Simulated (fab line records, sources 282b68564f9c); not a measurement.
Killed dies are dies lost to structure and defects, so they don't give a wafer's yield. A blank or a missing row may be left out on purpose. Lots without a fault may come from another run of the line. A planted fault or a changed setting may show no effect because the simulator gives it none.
One fault seen from 2 desks | flow rit_cmos | each desk has only its own numbers; what lay behind them comes last

THE TOOL OWNER'S DESK: lpcvd-02
The tool's own readings at RIT_SPACER_CVD_03 (deposits Si3N4 from SiH2Cl2/NH3, target thk 250 nm, time 3226 s): means of the sampled wafers that have a number, for each lot that ran on this tool. A lot is out of limits, marked OUT, if its mean lies more than 4 standard deviations from the usual mean; the brackets give that distance.
Columns: A = susceptor_temp_C at RIT_SPACER_CVD_03, usual 810.0 C; B = zone_power_source_pct at RIT_SPACER_CVD_03, usual 20.2 %
lot  | first seen here | A     | B
L805 | day 2 20:53     | 810.4 | 20.7
L813 | day 4 13:20     | 809.5 | 20.6
L815 | day 4 23:05     | 809.1 | 21.3
L817 | day 5 08:39     | 810.0 | 20.8
This desk's finding: nothing out of limits on any of the 4 lots.

THE METROLOGY DESK
What the gauges read, lot by lot, whatever tool the lot ran on: means of the sampled wafers that have a number. A lot is out of limits, marked OUT, if its mean lies more than 4 standard deviations from the usual mean; the brackets give that distance.
Columns: A = SPACER_NITRIDE_THK at RIT_SPACER_THK_MEAS_04, usual 245.2 nm
lot  | first seen here | A
L805 | day 2 22:49     | 244.0
L806 | day 3 07:47     | 244.4
L807 | day 3 12:28     | 246.1
L811 | day 4 08:22     | 244.7
L813 | day 4 15:15     | 246.0
L815 | day 5 01:01     | 215.6 (-16) OUT
L817 | day 5 10:34     | 220.0 (-14) OUT
L818 | day 5 16:11     | 241.6
L819 | day 5 21:07     | 243.3
L821 | day 6 07:26     | 246.4
L822 | day 6 10:50     | 243.3
L825 | day 7 02:53     | 244.8
L828 | day 7 17:34     | 244.4
This desk's finding: out of limits on L815, L817; first on L815, day 5 01:01 (SPACER_NITRIDE_THK at RIT_SPACER_THK_MEAS_04). In limits: L805, L806, L807, L811, L813, L818, L819, L821, L822, L825, L828.

PUT TOGETHER
The metrology desk could have raised an alarm at day 5 01:01, on L815, L817.
The tool owner's desk saw nothing out of limits.
The tool owner's desk has L815, L817 on record, within its limits.
Of the lots named, all ran RIT_SPACER_CVD_03 on lpcvd-02.

WHAT THE SIMULATOR HAD PUT IN
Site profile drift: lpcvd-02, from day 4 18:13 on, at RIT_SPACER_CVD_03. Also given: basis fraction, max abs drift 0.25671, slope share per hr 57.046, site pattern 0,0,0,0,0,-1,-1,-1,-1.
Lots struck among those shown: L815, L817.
Hours from the fault's start to each desk's first reading out of limits: the metrology desk, 7.
